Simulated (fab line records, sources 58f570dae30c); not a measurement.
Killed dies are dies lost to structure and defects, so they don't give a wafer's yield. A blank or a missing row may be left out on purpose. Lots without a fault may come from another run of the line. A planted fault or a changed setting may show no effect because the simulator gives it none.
A struck lot beside a sound one | flow berkeley_cmos170 | 23 steps out of a route of 331
Sound: wafers L902.2, L902.3, L902.5. Struck: wafers L917.1, L917.2, L917.5. The cause comes at the end.
At each step with rows: each side's tool, then ch and its chambers, then its first start. Under that, the readings that differ: sound wafers | struck wafers | difference of the means | sigmas: that difference in standard deviations of wafers without a fault.
alike: readings whose means differ by less than 2 such deviations, and words and numbers that are the same on both sides. not compared: withheld readings, readings that some wafer has no value for, bounds like >300 that may hide the same value, and numbers for which the record gives no deviation and whose values overlap.
The two part at a step that has a row with sigmas, a row that says differs or no value, or rows on one side only. Numbers that don't overlap but have no deviation are shown without sigmas and don't part them. A reading that every wafer of one side lacks parts them only if that side has two wafers or more.

UCB170_M1_ETCH_11: etches BARC in N2/H2.
  sound on rie_diel-04 ch 0,1,2, day 8 13:35; struck on rie_diel-02 ch 1,3, day 11 23:45
  alike: drypump_motor_current_A, oes_product_au, throttle_valve_pct
UCB170_M1_METAL_ETCH_12: etches Al in Cl2/BCl3, stops on PSG, target depth 780 nm, time 130 s.
  sound on rie_metal-01 ch 0,1, day 8 13:37; struck on rie_metal-04 ch 0,1, day 11 23:47
  alike: drypump_motor_current_A, oes_product_au, throttle_valve_pct
  not compared: rf_hours_counter_h
UCB170_M1_STRIP_13: strips in O2.
  sound on plasma_asher-04 ch 0,1, day 8 13:46; struck on plasma_asher-04 ch 0,1, day 11 23:55
  alike: drypump_motor_current_A, oes_product_au
  not compared: rf_hours_counter_h
UCB170_M1_CD_MEAS_90: target cd 700 nm.
  sound on cd_sem-01, day 8 13:53; struck on cd_sem-02, day 12 00:01
  alike: cd_nm
then, 1 step without rows for these wafers: UCB170_M1_ANNEAL_14 (time 1200 s).
UCB170_V1_CVD_00: deposits SiO2 from TEOS/O2, target thk 2000 nm, time 250 s.
  sound on pecvd-04 ch 1,2, day 8 15:19; struck on pecvd-03 ch 0,1, day 12 02:41
  alike: heater_power_w
  not compared: since_wet_clean_h
UCB170_V1_THK_MEAS_01:
  sound on film_metro-02, day 8 15:28; struck on film_metro-01, day 12 02:51
  alike: V1_TEOS_THK
UCB170_V1_CMP_02: polishes SiO2.
  sound on cmp-01 ch 0,3, day 8 15:34; struck on cmp-02 ch 0,3, day 12 02:55
  alike: motor_current_A, retaining_ring_pressure_frac
UCB170_V1_BOW_MEAS_03:
  sound on film_metro-04, day 8 15:50; struck on film_metro-04, day 12 03:13
  alike: V1_BOW
UCB170_V1_THK_MEAS_04:
  sound on film_metro-04, day 8 15:57; struck on film_metro-04, day 12 03:20
  reading              | sound             | struck               | difference | sigmas
  V1_POLISHED_THK (nm) | 999.4 999.0 998.5 | 1000.5 1002.0 1003.0 | +2.9       | +2
then, 2 steps without rows for these wafers: UCB170_V1_CLEAN_05 (cleans in DIW); UCB170_V1_HMDS_06 (prime time 60 s).
UCB170_V1_COAT_07: resist thk 900 nm.
  sound on litho_track-02 ch 0, day 8 16:29; struck on litho_track-03 ch 0, day 12 03:54
  reading                             | sound           | struck         | difference | sigmas
  model.KrF_of_V1_COAT_07.thk_nm (nm) | 901.9 901.5 904 | 1075 1074 1074 | +172       |
  alike: exhaust_pa, resist_line_temp_C
then, 4 steps without rows for these wafers: UCB170_V1_SOFTBAKE_08 (time 60 s); UCB170_V1_EXPOSE_09 (exposes mask VIA1, target cd 700 nm); UCB170_V1_PEB_10; UCB170_V1_DEVELOP_11 (develop time 45 s).
UCB170_V1_CD_MEAS_12: target cd 700 nm.
  sound on cd_sem-01, day 8 17:46; struck on cd_sem-02, day 12 04:37
  reading    | sound             | struck            | difference | sigmas
  cd_nm (nm) | 700.7 701.7 699.2 | 697.2 696.7 697.2 | -3.5       | -2
UCB170_V1_OVL_MEAS_13:
  sound on overlay-01, day 8 17:52; struck on overlay-02, day 12 04:44
  reading     | sound   | struck  | difference | sigmas
  V1_OVL (nm) | 8 11 11 | -2 0 -3 | -12        | -2
UCB170_V1_ETCH_14: etches SiO2 in CHF3/CF4/Ar, stops on Al, target depth 1250 nm, time 291 s.
  sound on rie_diel-01 ch 0,1,3, day 8 17:54; struck on rie_diel-01 ch 1,2, day 12 04:47
  reading                             | sound             | struck            | difference | sigmas
  model.KrF_of_V1_COAT_07.thk_nm (nm) | 608.7 609.5 628.6 | 795.5 783.1 791.4 | +174.4     |
  model.V1.cd_nm (nm)                 | 702.5 703 698.9   | 695.7 696.6 695.8 | -5.4       |
  alike: drypump_motor_current_A, oes_product_au, throttle_valve_pct
  not compared: rf_hours_counter_h
UCB170_V1_STRIP_15: strips in O2.
  sound on plasma_asher-02 ch 0, day 8 18:05; struck on plasma_asher-03 ch 0,1, day 12 04:57
  reading                      | sound             | struck            | difference | sigmas
  strip_time_to_endpoint_s (s) | 15.28 15.30 15.76 | 19.69 19.36 19.59 | +4.10      | +24
  alike: drypump_motor_current_A, oes_product_au
  not compared: rf_hours_counter_h
UCB170_V1_CD_MEAS_90: target cd 700 nm.
  sound on cd_sem-01, day 8 18:12; struck on cd_sem-01, day 12 05:03
  reading    | sound             | struck            | difference | sigmas
  cd_nm (nm) | 702.3 703.1 698.8 | 695.7 696.5 695.6 | -5.5       | -3
UCB170_M3_PROBE_99:
  the record has rows for the struck wafers here (prober-01, day 12 16:20) and none for the sound ones

WHERE THEY PART
First at UCB170_V1_THK_MEAS_04; last, within this record, at UCB170_M3_PROBE_99.

WHY: what the simulator had put in
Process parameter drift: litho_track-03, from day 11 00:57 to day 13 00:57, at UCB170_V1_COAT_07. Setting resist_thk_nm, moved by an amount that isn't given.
